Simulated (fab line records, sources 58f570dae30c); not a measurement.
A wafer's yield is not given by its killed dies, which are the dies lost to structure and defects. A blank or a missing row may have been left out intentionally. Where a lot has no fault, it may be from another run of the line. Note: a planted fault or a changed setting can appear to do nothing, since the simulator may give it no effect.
A struck lot beside a sound one	flow berkeley_cmos170	15 steps out of a route of 331
Sound: wafers L286.2, L286.4, L286.6. Wafers struck: L299.2, L299.5, L299.6. The cause is named last.
Per side, at each step with rows, come the tool, then ch with its chambers, and then its first start. Under that, the readings that differ: sound wafers	struck wafers	difference of the means	sigmas: that difference in standard deviations of wafers without a fault.
alike: a reading whose means differ by less than 2 such deviations, as well as words and numbers matching on both sides. not compared: withheld readings; readings where some wafer has no value; bounds like >300 that might hide an equal value; numbers whose values overlap and for which the record gives no deviation.
The two part at a step that has a row with sigmas, a row that says differs or no value, or rows on one side only. Numbers that don't overlap but have no deviation are shown without sigmas and don't part them. A reading that every wafer of one side lacks parts them only if that side has two wafers or more.

first, 6 steps without rows for these wafers: UCB170_V1_HMDS_06 (prime time 60 s); UCB170_V1_COAT_07 (resist thk 900 nm); UCB170_V1_SOFTBAKE_08 (time 60 s); UCB170_V1_EXPOSE_09 (exposes mask VIA1, target cd 700 nm); UCB170_V1_PEB_10; UCB170_V1_DEVELOP_11 (develop time 45 s).
UCB170_V1_CD_MEAS_12: the cd target is 700 nm.
  sound on cd_sem-01 at day 7 22:50; struck on cd_sem-02 at day 11 02:26
  alike: cd_nm
UCB170_V1_OVL_MEAS_13:
  sound on overlay-02 at day 7 22:56; struck on overlay-02 at day 11 02:32
  alike: V1_OVL
UCB170_V1_ETCH_14: etches SiO2 in CHF3/CF4/Ar, stops on Al, target depth 1250 nm, time 291 s.
  sound on rie_diel-01 ch 0,3, day 7 22:58; struck on rie_diel-02 ch 1,2,3, day 11 02:34
reading	sound	struck	difference	sigmas
drypump_motor_current_A (A)	6.5 6.8 6.6	5.6 5.1 5.8	-1.1	-2
  alike: mfc_ar_sccm, oes_product_au, throttle_valve_pct
  not compared: rf_hours_counter_h
UCB170_V1_STRIP_15: strips in O2.
  sound on plasma_asher-03 ch 0,1, day 7 23:09; struck on plasma_asher-01 ch 0,1, day 11 02:45
  alike: drypump_motor_current_A, oes_product_au, strip_time_to_endpoint_s
  not compared: rf_hours_counter_h
UCB170_V1_CD_MEAS_90: the cd target is 700 nm.
  sound on cd_sem-01 at day 7 23:19; struck on cd_sem-02 at day 11 03:10
  alike: cd_nm
then, 1 step without rows for these wafers: UCB170_M2_PRE_CLEAN_00 (preclean etch time 60 s).
UCB170_M2_SPUTTER_01: material Al, target thk 900 nm, time 120 s.
  sound on pvd_sputter-01 at day 7 23:29; struck on pvd_sputter-04 at day 11 03:19
  no value came back on the struck wafers for cathode_dc_power_W (W), chamber_pressure_pa (Pa), throttle_valve_pct (%); on the sound wafers cathode_dc_power_W (W) reads 6002.3 5999.6 5998.5
UCB170_M2_RS_MEAS_02: uses a four-point probe to measure.
  sound on film_metro-02 at day 7 23:35; struck on film_metro-01 at day 11 03:43
reading	sound	struck	difference	sigmas
M2_AL_RS (ohm/sq)	0.0325 0.0324 0.0328	- - -	no value on the struck wafers	
  not compared: hold
UCB170_M3_PROBE_99:
  sound wafers here have rows in the record (prober-02, day 8 08:57); struck ones have none

## WHERE THEY PART
Earliest at UCB170_V1_ETCH_14; latest, in this record, at UCB170_M3_PROBE_99.

WHY: what the simulator had put in
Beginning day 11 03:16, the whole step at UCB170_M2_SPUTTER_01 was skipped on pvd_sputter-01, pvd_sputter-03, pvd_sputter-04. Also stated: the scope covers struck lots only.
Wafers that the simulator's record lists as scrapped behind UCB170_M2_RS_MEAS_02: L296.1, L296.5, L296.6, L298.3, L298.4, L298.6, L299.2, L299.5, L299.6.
